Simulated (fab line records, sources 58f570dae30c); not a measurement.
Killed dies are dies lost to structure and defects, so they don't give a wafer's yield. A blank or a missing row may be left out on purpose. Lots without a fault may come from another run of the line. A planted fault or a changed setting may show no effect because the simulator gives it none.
Split-lot experiment | flow berkeley_cmos170 | 5 lots, 23 wafers read, on a route of 331 steps

THE SPLIT
At UCB170_START_OXIDATION_02 (target thk 20 nm, ox time 1800 s), the setting temp_c was moved away from the recipe's 950 C on 10 of the 23 wafers read, by -1.5% to +1.7%. The other wafers ran this setting at the recipe's value.

The file shows no step between the split and the reading.

THE READING
START_OXIDE_THK, in nm, at UCB170_START_THK_MEAS_03. Fault-free wafers of this fab line usually give 20.1 nm, standard deviation 0.37 nm.

wafer  | tool, chamber at the split | temp_c as run, C | against the recipe | START_OXIDE_THK, nm | against lot-mates on the recipe
L078.1 | -, -                       | 950              | recipe             | 19.8                | -
L078.3 | -, -                       | 950              | recipe             | 19.5                | -
L078.4 | -, -                       | 950              | recipe             | 19.6                | -
L078.5 | -, -                       | 950              | recipe             | 20.0                | -
L078.6 | -, -                       | 950              | recipe             | 20.0                | -
L079.1 | -, -                       | 950              | recipe             | 19.8                | -
L079.2 | -, -                       | 950              | recipe             | 19.9                | -
L079.3 | -, -                       | 950              | recipe             | 20.2                | -
L079.4 | -, -                       | 950              | recipe             | 19.9                | -
L079.5 | -, -                       | 950              | recipe             | 19.7                | -
L080.1 | furnace-04, 0              | 950              | recipe             | 20.0                | -
L080.4 | furnace-04, 0              | 950              | recipe             | 20.0                | -
L080.6 | furnace-04, 0              | 950              | recipe             | 19.9                | -
L081.2 | -, -                       | 935.4            | -1.5%              | 17.2                | no lot-mate on the recipe
L081.3 | -, -                       | 935.4            | -1.5%              | 17.1                | no lot-mate on the recipe
L081.4 | -, -                       | 935.4            | -1.5%              | 17.1                | no lot-mate on the recipe
L081.5 | -, -                       | 935.4            | -1.5%              | 17.2                | no lot-mate on the recipe
L081.6 | -, -                       | 935.4            | -1.5%              | 17.2                | no lot-mate on the recipe
L083.1 | -, -                       | 966.1            | +1.7%              | 23.8                | no lot-mate on the recipe
L083.3 | -, -                       | 966.1            | +1.7%              | 24.0                | no lot-mate on the recipe
L083.4 | -, -                       | 966.1            | +1.7%              | 23.8                | no lot-mate on the recipe
L083.5 | -, -                       | 966.1            | +1.7%              | 24.2                | no lot-mate on the recipe
L083.6 | -, -                       | 966.1            | +1.7%              | 24.3                | no lot-mate on the recipe

THE FIT
A straight line over all 23 wafers: START_OXIDE_THK changes by +2.13 nm for each +1% of temp_c; r = +0.99; the points scatter about the line by 0.34 nm.
Too few moved wafers have a lot-mate on the recipe to fit a line with each lot's own level taken away.

THE WHOLE CHAIN: every reading that the file lists as answering this split, in the file's order
step                      | what it does                     | reading                                                                            | change (the file's fit)              | r (the file's)
UCB170_START_OXIDATION_02 | target thk 20 nm, ox time 1800 s | SiO2_of_START_OXIDATION_02.thk_nm (the simulator's own value, which no gauge read) | +2.12 nm for each +1% of the setting | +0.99
UCB170_START_THK_MEAS_03  |                                  | START_OXIDE_THK                                                                    | +2.12 for each +1% of the setting    | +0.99

THE FILE'S OWN FIT
START_OXIDE_THK changes by +2.12 nm for each +1% of temp_c, r = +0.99.
